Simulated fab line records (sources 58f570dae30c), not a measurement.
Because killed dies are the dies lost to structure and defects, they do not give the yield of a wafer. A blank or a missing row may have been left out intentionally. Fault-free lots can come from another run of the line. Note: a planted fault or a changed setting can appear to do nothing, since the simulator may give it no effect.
The tool behind it: which one? -- flow berkeley cmos170 -- 45 wafers from 15 lots sampled at 4 of the route's 331 steps

## WHAT THE GAUGES READ, wafer by wafer
UCB170_NWELL_THK_MEAS_02. Usual: for NWELL_OXIDE_THK the level is 26.4 nm and the standard deviation is 0.49.
lot,measured,on,NWELL_OXIDE_THK (nm),flag
L995,day 2 01:23,film metro-01,27.0 26.8 27.1,
L996,day 2 05:56,film metro-03,26.3 26.3 26.3,
L102,day 3 12:51,film metro-01,26.4 26.0 26.0,
L104,day 3 18:50,film metro-03,26.5 26.5 26.8,
L103,day 3 18:50,film metro-01,27.2 27.2 27.6,
L105,day 4 01:00,film metro-02,26.4 26.7 26.4,
L107,day 4 12:04,film metro-01,25.5 25.7 25.6,
L108,day 4 17:57,film metro-03,26.7 26.6 26.4,
L110,day 5 04:07,film metro-02,25.7 26.0 25.6,
L109,day 5 04:08,film metro-01,25.6 25.5 25.7,
L111,day 5 12:18,film metro-03,27.4 27.0 27.2,
L112,day 5 12:18,film metro-02,26.3 26.1 26.5,
L114,day 6 03:44,film metro-01,27.0 26.7 27.2,
L115,day 6 09:26,film metro-01,26.0 26.3 26.0,
L118,day 7 02:21,film metro-01,25.7 26.1 25.5,

UCB170_ACTIVE_OVL_MEAS_14. Usual: for ACTIVE_OVL the level is 3 nm and the standard deviation is 5.4.
lot,measured,on,ACTIVE_OVL (nm),flag
L995,day 4 12:36,overlay-01,1 4 1,
L996,day 4 12:48,overlay-02,3 6 5,
L102,day 5 16:45,overlay-01,-166 -156 -167 -163 -156 -164,OFF
L104,day 5 22:16,overlay-01,-158 -153 -147 -155 -153 -148,OFF
L103,day 5 22:04,overlay-02,-160 -161 -162 -161 -158 -162,OFF
L105,day 6 08:16,overlay-01,-155 -155 -150 -157 -153 -150,OFF
L107,day 7 08:13,overlay-02,7 1 -8,
L108,day 7 12:46,overlay-01,7 6 5,
L110,day 7 12:31,overlay-01,2 -1 6,
L109,day 7 13:22,overlay-02,8 0 1,
L111,day 7 15:21,overlay-02,-5 6 1,
L112,day 7 15:31,overlay-01,0 0 -3,
L114,day 8 09:06,overlay-01,10 11 7,
L115,day 8 09:23,overlay-01,8 10 9,
L118,day 9 11:22,overlay-02,8 4 6,

## TOOL THAT RAN EACH LOT (tool first, then ch and the chambers of the sampled wafers, then the start)
lot,UCB170_NWELL_STRIP_15,UCB170_ACTIVE_EXPOSE_10
L995,"plasma asher-02 ch 0,1, day 2 09:56","krf scanner-01 ch 0, day 4 12:04"
L996,"plasma asher-03 ch 0,1, day 2 15:03","krf scanner-01 ch 0, day 4 12:12"
L102,"plasma asher-02 ch 0,1, day 3 18:45","krf scanner-01 ch 0, day 5 16:15"
L104,"plasma asher-01 ch 0,1, day 4 00:35","krf scanner-01 ch 0, day 5 21:40"
L103,"plasma asher-01 ch 0,1, day 4 00:52","krf scanner-01 ch 0, day 5 21:34"
L105,"plasma asher-02 ch 1, day 4 08:05","krf scanner-01 ch 0, day 6 07:25"
L107,"plasma asher-02 ch 0,1, day 4 20:38","krf scanner-02 ch 0, day 7 07:06"
L108,"plasma asher-02 ch 0,1, day 5 04:11","krf scanner-02 ch 0, day 7 11:08"
L110,"plasma asher-01 ch 0,1, day 5 12:58","krf scanner-02 ch 0, day 7 10:49"
L109,"plasma asher-02 ch 0,1, day 5 12:46","krf scanner-02 ch 0, day 7 11:20"
L111,"plasma asher-02 ch 1, day 5 20:04","krf scanner-02 ch 0, day 7 14:50"
L112,"plasma asher-02 ch 1, day 5 20:10","krf scanner-02 ch 0, day 7 15:00"
L114,"plasma asher-02 ch 0,1, day 6 14:24","krf scanner-02 ch 0, day 8 08:34"
L115,"plasma asher-03 ch 0,1, day 6 14:38","krf scanner-02 ch 0, day 8 08:41"
L118,"plasma asher-02 ch 0,1, day 7 11:50","krf scanner-02 ch 0, day 9 10:52"
- UCB170_NWELL_STRIP_15: strips in O2.
- UCB170_ACTIVE_EXPOSE_10: exposes mask ACTIVE, target cd 1200 nm.

## AS READ BY THE TOOLS THEMSELVES (means over the sampled wafers that have a number; for cases with no such wafer, the mark the record gives instead)
UCB170_NWELL_STRIP_15. Usual: drypump motor current A 5.6 A, standard deviation 0.46; oes product au 0.721 a.u., standard deviation 0.0046; strip time to endpoint s 18.08 s, standard deviation 0.091.
lot,tool,drypump motor current A (A),oes product au (a.u.),strip time to endpoint s (s),flag
L995,plasma asher-02,5.6,0.721,18.01,
L996,plasma asher-03,5.8,0.718,18.07,
L102,plasma asher-02,5.6,0.723,18.12,
L104,plasma asher-01,5.6,0.720,18.12,
L103,plasma asher-01,5.3,0.719,18.15,
L105,plasma asher-02,6.0,0.724,18.10,
L107,plasma asher-02,5.6,0.721,18.07,
L108,plasma asher-02,5.3,0.720,18.20,
L110,plasma asher-01,5.4,0.720,18.04,
L109,plasma asher-02,5.6,0.726,18.14,
L111,plasma asher-02,6.0,0.719,18.03,
L112,plasma asher-02,6.0,0.721,17.92,
L114,plasma asher-02,5.7,0.723,18.00,
L115,plasma asher-03,6.1,0.718,18.09,
L118,plasma asher-02,5.7,0.721,18.02,

UCB170_ACTIVE_EXPOSE_10. Usual: stage vel mm s 500.04 mm/s, standard deviation 0.29.
lot,tool,stage vel mm s (mm/s),flag
L995,krf scanner-01,500.00,
L996,krf scanner-01,500.12,
L102,krf scanner-01,500.13,
L104,krf scanner-01,500.04,
L103,krf scanner-01,499.59,
L105,krf scanner-01,500.18,
L107,krf scanner-02,500.14,
L108,krf scanner-02,500.28,
L110,krf scanner-02,499.62,
L109,krf scanner-02,500.25,
L111,krf scanner-02,500.03,
L112,krf scanner-02,500.28,
L114,krf scanner-02,500.04,
L115,krf scanner-02,500.08,
L118,krf scanner-02,499.51,

## THE ANSWER, worked out from the rows above alone
Rule: a lot counts as off when the mean over its wafers that have a number is more than 3 standard deviations away from the usual mean. A lot without any number at a reading at which 4 lots or more have one is off too. Where the step has rows for the other lots, those lots are counted as sound. After the gauges, taken in route order, come the tools' own readings; for these a lot's mean is taken, as printed above. At the first step where some lot is off, the reading lying furthest off is the one used; lots without a number count as furthest.
Off: at UCB170_ACTIVE_OVL_MEAS_14 (ACTIVE_OVL), L102, L104, L103, L105.
If a tool, at a process step before that reading, ran all the lots that are off and no sound lot after the first of them, it fits. Those tools and the gauges at UCB170_ACTIVE_OVL_MEAS_14 are tried in the same way. One fits: UCB170_ACTIVE_EXPOSE_10 on krf scanner-01. A fault onset in the window from L996 (day 4 12:12, its last sound lot) to L102 (day 5 16:15, its first lot off) fits.

## WHAT THE SIMULATOR PUT IN
Scanner matching overlay: krf scanner-01, from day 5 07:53 on, at UCB170_ACTIVE_EXPOSE_10. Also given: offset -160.
Struck lots among those shown: L102, L104, L103, L105. The rule above reached the same finding.
